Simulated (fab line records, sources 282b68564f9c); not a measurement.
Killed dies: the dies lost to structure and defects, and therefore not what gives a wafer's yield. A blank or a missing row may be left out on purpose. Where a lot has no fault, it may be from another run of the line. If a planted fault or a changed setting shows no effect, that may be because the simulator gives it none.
A struck lot beside a sound one    flow rit-cmos    26 out of 202 route steps
Sound: wafers L773.1, L773.2, L773.3. Struck: wafers L770.2, L770.4, L770.5. The cause is named last.
Per side, at each step with rows, come the tool, then ch with its chambers, and then its first start. Under that, the readings that differ: sound wafers    struck wafers    difference of the means    sigmas: that difference in standard deviations of wafers without a fault.
alike: readings whose means differ by less than 2 such deviations, and words and numbers that are the same on both sides. not compared: withheld readings, readings that some wafer has no value for, bounds like >300 that may hide the same value, and numbers for which the record gives no deviation and whose values overlap.
Wherever a step has rows on one side only, a row that says differs or no value, or a row with sigmas, the two part there. Numbers that have no deviation but don't overlap get no sigmas and don't part them. A reading missing from all wafers of one side parts the sides only when that side holds two or more wafers.

first, 1 step without rows for these wafers: RIT_SPACER_CVD_03 (deposits Si3N4 from SiH2Cl2/NH3, target thk 250 nm, time 3300 s).
RIT_SPACER_THK_MEAS_04:
  sound on film-metro-02, day 6 17:38; struck on film-metro-01, day 6 01:11
  alike: SPACER_NITRIDE_THK
RIT_SPACER_ETCHBACK_05: etches Si3N4 in SF6/CHF3, stops on SiO2, target depth 250 nm, time 240 s.
  sound on rie-diel-04 ch 0,1,2, day 6 17:41; struck on rie-diel-03 ch 2,3, day 6 01:14
  alike: drypump-motor-current-A, oes-product-au, rf-fwd-power-W, throttle-valve-pct
  not compared: rf-hours-counter-h
then, 6 steps without rows for these wafers: RIT_NSD_HMDS_00 (prime time 60 s); RIT_NSD_COAT_01 (resist thk 1000 nm); RIT_NSD_SOFTBAKE_02 (time 60 s); RIT_NSD_EXPOSE_03 (exposes mask M9, target cd 40700 nm); RIT_NSD_PEB_04; RIT_NSD_DEVELOP_05 (develop time 50 s).
RIT_NSD_OVL_MEAS_06:
  sound on overlay-01, day 6 18:57; struck on overlay-02, day 6 02:22
  alike: NSD_OVL
then, 2 steps without rows for these wafers: RIT_NSD_HARDBAKE_07 (time 60 s); RIT_NSD_IMPLANT_08.
RIT_NSD_STRIP_09: strips in O2, time 180 s.
  sound on plasma-asher-03 ch 0,1, day 6 19:17; struck on plasma-asher-03 ch 0,1, day 6 02:41
  no value came back on the struck wafers for chamber-pressure-mTorr (mTorr), drypump-motor-current-A (A); on the sound wafers chamber-pressure-mTorr (mTorr) reads 3998 4004 4005
reading                                   sound  struck           difference  sigmas
model.NOVOLAK_of_NSD_COAT_01.thk-nm (nm)  0 0 0  883.2 883.6 883  +883.3      
  not compared: rf-hours-counter-h
RIT_NSD_TW_MEAS_10:
  sound on film-metro-04, day 6 19:28; struck on film-metro-03, day 6 02:52
  alike: NSD_TW
then, 6 steps without rows for these wafers: RIT_PSD_HMDS_00 (prime time 60 s); RIT_PSD_COAT_01 (resist thk 1000 nm); RIT_PSD_SOFTBAKE_02 (time 60 s); RIT_PSD_EXPOSE_03 (exposes mask M10, target cd 40900 nm); RIT_PSD_PEB_04; RIT_PSD_DEVELOP_05 (develop time 50 s).
RIT_PSD_OVL_MEAS_06:
  sound on overlay-02, day 6 20:30; struck on overlay-01, day 6 03:54
  alike: PSD_OVL
then, 2 steps without rows for these wafers: RIT_PSD_HARDBAKE_07 (time 60 s); RIT_PSD_IMPLANT_08.
RIT_PSD_STRIP_09: strips in O2, time 180 s.
  sound on plasma-asher-03 ch 0,1, day 6 20:50; struck on plasma-asher-01 ch 0, day 6 04:24
  alike: chamber-pressure-mTorr, drypump-motor-current-A
  not compared: rf-hours-counter-h
RIT_PSD_TW_MEAS_10:
  sound on film-metro-03, day 6 21:01; struck on film-metro-04, day 6 04:35
reading  sound           struck    difference  sigmas
PSD_TW   3439 3431 3465  30 30 30  -3415       -99 or more
then, 1 step without rows for these wafers: RIT_SDANNEAL_CLEAN_00 (cleans in SC1, time 608.5 s).

WHERE THEY PART
Last at RIT_PSD_TW_MEAS_10 as far as this record goes, first at RIT_NSD_STRIP_09.

WHY: what the simulator had put in
Step skipped in full: plasma-asher-03, at RIT_NSD_STRIP_09, from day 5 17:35 onward. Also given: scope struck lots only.
